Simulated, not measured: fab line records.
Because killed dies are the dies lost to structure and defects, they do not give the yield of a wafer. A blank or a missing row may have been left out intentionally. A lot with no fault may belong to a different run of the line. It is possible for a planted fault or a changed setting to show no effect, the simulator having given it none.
Which of the tools did it? / flow rit_cmos / 15 lots with 45 wafers sampled at 2 steps, on a route of 202 steps

## WHAT THE GAUGES READ, wafer by wafer
RIT_CONTACT_THK_MEAS_01. Usual: CONTACT_TEOS_THK typically reads 400 nm, with standard deviation 5.6.
lot=L725; measured=day 3 07:38; on=film_metro-03; CONTACT_TEOS_THK (nm)=397 394 402; flag=
lot=L726; measured=day 3 13:09; on=film_metro-03; CONTACT_TEOS_THK (nm)=391 391 398; flag=
lot=L727; measured=day 3 23:16; on=film_metro-04; CONTACT_TEOS_THK (nm)=402 407 409; flag=
lot=L728; measured=day 4 04:19; on=film_metro-04; CONTACT_TEOS_THK (nm)=785 799 804 786 799 804; flag=OFF
lot=L729; measured=day 4 08:31; on=film_metro-01; CONTACT_TEOS_THK (nm)=401 392 403; flag=
lot=L730; measured=day 4 13:22; on=film_metro-03; CONTACT_TEOS_THK (nm)=396 401 404; flag=
lot=L731; measured=day 4 20:03; on=film_metro-04; CONTACT_TEOS_THK (nm)=401 400 410; flag=
lot=L733; measured=day 5 05:11; on=film_metro-01; CONTACT_TEOS_THK (nm)=798 813 809 797 813 810; flag=OFF
lot=L737; measured=day 5 20:21; on=film_metro-03; CONTACT_TEOS_THK (nm)=394 393 401; flag=
lot=L738; measured=day 6 00:46; on=film_metro-04; CONTACT_TEOS_THK (nm)=815 813 817 814 813 816; flag=OFF
lot=L741; measured=day 6 13:40; on=film_metro-01; CONTACT_TEOS_THK (nm)=393 393 400; flag=
lot=L742; measured=day 6 20:59; on=film_metro-01; CONTACT_TEOS_THK (nm)=401 404 405; flag=
lot=L743; measured=day 7 01:47; on=film_metro-03; CONTACT_TEOS_THK (nm)=389 397 390; flag=
lot=L744; measured=day 7 04:17; on=film_metro-01; CONTACT_TEOS_THK (nm)=396 395 401; flag=
lot=L746; measured=day 7 16:07; on=film_metro-04; CONTACT_TEOS_THK (nm)=397 402 402; flag=

## WHAT TOOL EACH LOT RAN ON (gives the tool, then ch and the chambers of the sampled wafers, and finally the start)
lot=L725; RIT_CONTACT_CVD_00=pecvd-03 ch 0,1, day 3 07:35
lot=L726; RIT_CONTACT_CVD_00=pecvd-04 ch 0,1, day 3 13:06
lot=L727; RIT_CONTACT_CVD_00=pecvd-02 ch 1,2, day 3 23:13
lot=L728; RIT_CONTACT_CVD_00=pecvd-03 ch 0,1, day 4 04:02
lot=L729; RIT_CONTACT_CVD_00=pecvd-04 ch 0,2, day 4 08:28
lot=L730; RIT_CONTACT_CVD_00=pecvd-02 ch 1,2, day 4 13:19
lot=L731; RIT_CONTACT_CVD_00=pecvd-03 ch 1,2, day 4 19:59
lot=L733; RIT_CONTACT_CVD_00=pecvd-02 ch 0,1, day 5 04:50
lot=L737; RIT_CONTACT_CVD_00=pecvd-03 ch 1,2, day 5 20:17
lot=L738; RIT_CONTACT_CVD_00=pecvd-04 ch 0,1,2, day 6 00:30
lot=L741; RIT_CONTACT_CVD_00=pecvd-04 ch 0,1, day 6 13:36
lot=L742; RIT_CONTACT_CVD_00=pecvd-02 ch 1,2, day 6 20:56
lot=L743; RIT_CONTACT_CVD_00=pecvd-03 ch 0,2, day 7 01:44
lot=L744; RIT_CONTACT_CVD_00=pecvd-04 ch 1,2, day 7 04:14
lot=L746; RIT_CONTACT_CVD_00=pecvd-02 ch 0,1, day 7 16:04
- RIT_CONTACT_CVD_00: deposits SiO2 from TEOS, target thk 400 nm, time 61 s.

## WHAT THE TOOLS THEMSELVES READ (means of the sampled wafers that have a number; where no wafer has one, the mark that the record gives instead)
RIT_CONTACT_CVD_00. Usual: 307 W for heater_power_w, sd 41.
lot=L725; tool=pecvd-03; heater_power_w (W)=341; flag=
lot=L726; tool=pecvd-04; heater_power_w (W)=276; flag=
lot=L727; tool=pecvd-02; heater_power_w (W)=340; flag=
lot=L728; tool=pecvd-03; heater_power_w (W)=340; flag=
lot=L729; tool=pecvd-04; heater_power_w (W)=312; flag=
lot=L730; tool=pecvd-02; heater_power_w (W)=303; flag=
lot=L731; tool=pecvd-03; heater_power_w (W)=270; flag=
lot=L733; tool=pecvd-02; heater_power_w (W)=312; flag=
lot=L737; tool=pecvd-03; heater_power_w (W)=261; flag=
lot=L738; tool=pecvd-04; heater_power_w (W)=279; flag=
lot=L741; tool=pecvd-04; heater_power_w (W)=252; flag=
lot=L742; tool=pecvd-02; heater_power_w (W)=334; flag=
lot=L743; tool=pecvd-03; heater_power_w (W)=296; flag=
lot=L744; tool=pecvd-04; heater_power_w (W)=324; flag=
lot=L746; tool=pecvd-02; heater_power_w (W)=335; flag=

## THE ANSWER, worked out from the rows above alone
Rule: a lot is off if the mean of its wafers that have a number lies more than 3 standard deviations from the usual mean. Also off: a lot with no number at a reading for which 4 or more lots have one. Any other lot the step has rows for is counted as sound. Order of review: gauges by route order, followed by the tools' own readings, for which a lot's mean as printed above is used. The first step at which some lot is off is used, and at that step the reading that is off furthest; a lot without a number counts as furthest.
Off: at RIT_CONTACT_THK_MEAS_01 (CONTACT_TEOS_THK), L728, L733, L738.
A tool fits if, at a process step before that reading, it ran every lot that is off, and no sound lot after the first of them. The gauges at RIT_CONTACT_THK_MEAS_01 are tried like those tools. Of those tried, none fits.

## WHAT WAS PUT IN BY THE SIMULATOR
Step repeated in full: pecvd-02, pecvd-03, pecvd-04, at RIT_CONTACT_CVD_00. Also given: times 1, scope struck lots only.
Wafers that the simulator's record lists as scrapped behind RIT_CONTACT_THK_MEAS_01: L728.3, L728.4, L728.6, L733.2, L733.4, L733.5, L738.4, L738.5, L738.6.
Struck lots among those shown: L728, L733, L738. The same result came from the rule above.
